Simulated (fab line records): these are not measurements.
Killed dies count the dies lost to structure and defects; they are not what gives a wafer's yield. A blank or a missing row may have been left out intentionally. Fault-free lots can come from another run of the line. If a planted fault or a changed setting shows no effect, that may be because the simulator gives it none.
Comparing a struck lot with a sound one | flow rit-cmos | 15 steps out of a route of 202
Sound: the wafers L683.3, L683.5, L683.6. Struck: wafer L692.3 (left out: L692.2, L692.5 of the same lot, which were not struck); the cause appears at the end.
Each step with rows lists, per side, the tool, then ch with its chambers, then its first start. Under that, the readings that differ: sound wafers | struck wafers | difference of the means | sigmas: that difference in standard deviations of wafers without a fault.
alike: same words and numbers on both sides, and readings whose means sit less than 2 such deviations apart. not compared: any withheld reading, any reading some wafer has no value for, any bound like >300 that may hide the same value, and any number with overlapping values for which the record gives no deviation.
Wherever a step has rows on one side only, a row that says differs or no value, or a row with sigmas, the two part there. Non-overlapping numbers with no deviation appear without sigmas and do not part them. A reading that every wafer of one side lacks parts them only if that side has two wafers or more.

RIT_GATE_THK_MEAS_07:
  sound: film-metro-03 at day 4 11:20; struck: film-metro-02 at day 6 06:04
  reading             | sound          | struck | difference | sigmas
  GATE_OXIDE_THK (nm) | 2.88 2.86 2.92 | 3.10   | +0.21      | +3
then, 1 step without rows for these wafers: RIT_GATE_CVD_08 (deposits poly-Si from SiH4, target thk 250 nm, time 2220 s).
RIT_GATE_THK_MEAS_09:
  sound: film-metro-03 at day 4 14:58; struck: film-metro-04 at day 6 07:45
  alike: GATE_POLY_THK
then, 6 steps without rows for these wafers: RIT_GATE_HMDS_10 (prime time 60 s); RIT_GATE_COAT_11 (resist thk 850 nm); RIT_GATE_SOFTBAKE_12 (time 60 s); RIT_GATE_EXPOSE_13 (exposes mask M6, target cd 150 nm); RIT_GATE_PEB_14; RIT_GATE_DEVELOP_15 (develop time 50 s).
RIT_GATE_CD_MEAS_16 targets a cd of 150 nm.
  sound: cd-sem-01 at day 4 16:01; struck: cd-sem-02 at day 6 08:47
  alike: cd-nm
RIT_GATE_OVL_MEAS_17:
  sound: overlay-01 at day 4 16:06; struck: overlay-01 at day 6 08:54
  alike: GATE_OVL
then, 1 step without rows for these wafers: RIT_GATE_HARDBAKE_18 (time 60 s).
RIT_GATE_ETCH_19: etches poly-Si in SF6/CHF3/O2, stops on SiO2, time 165 s, target depth 312.5 nm.
  sound on rie-si-01 ch 2,3, day 4 16:17; struck on rie-si-02 ch 3, day 6 09:05
  reading                                   | sound             | struck  | difference | sigmas
  oes-product-au (a.u.)                     | 0.861 0.832 0.872 | 0.795   | -0.060     | -4
  over-etch-frac                            | 0.25 0.25 0.25    | 0.39251 | +0.14251   |
  model.NOVOLAK_of_GATE_COAT_11.thk-nm (nm) | 671.4 667.9 670.4 | 656.1   | -13.8      |
  alike: drypump-motor-current-A, throttle-valve-pct
  not compared: rf-hours-counter-h
RIT_GATE_STRIP_20: strips in O2, time 180 s.
  sound on plasma-asher-01 ch 0,1, day 4 16:27; struck on plasma-asher-02 ch 0, day 6 09:11
  alike: drypump-motor-current-A
  not compared: rf-hours-counter-h
RIT_M1_PROBE_99:
  sound: prober-02 at day 5 11:59; struck: prober-02 at day 7 08:26
  alike: killed-at-front-end, killed-dies, killed-open, killed-short

WHERE THEY PART
At RIT_GATE_THK_MEAS_07 first; at RIT_GATE_ETCH_19 last (within this record only). Later steps at which nothing parts them and some readings are alike: RIT_GATE_STRIP_20, RIT_M1_PROBE_99.

WHY: the cause the simulator had injected
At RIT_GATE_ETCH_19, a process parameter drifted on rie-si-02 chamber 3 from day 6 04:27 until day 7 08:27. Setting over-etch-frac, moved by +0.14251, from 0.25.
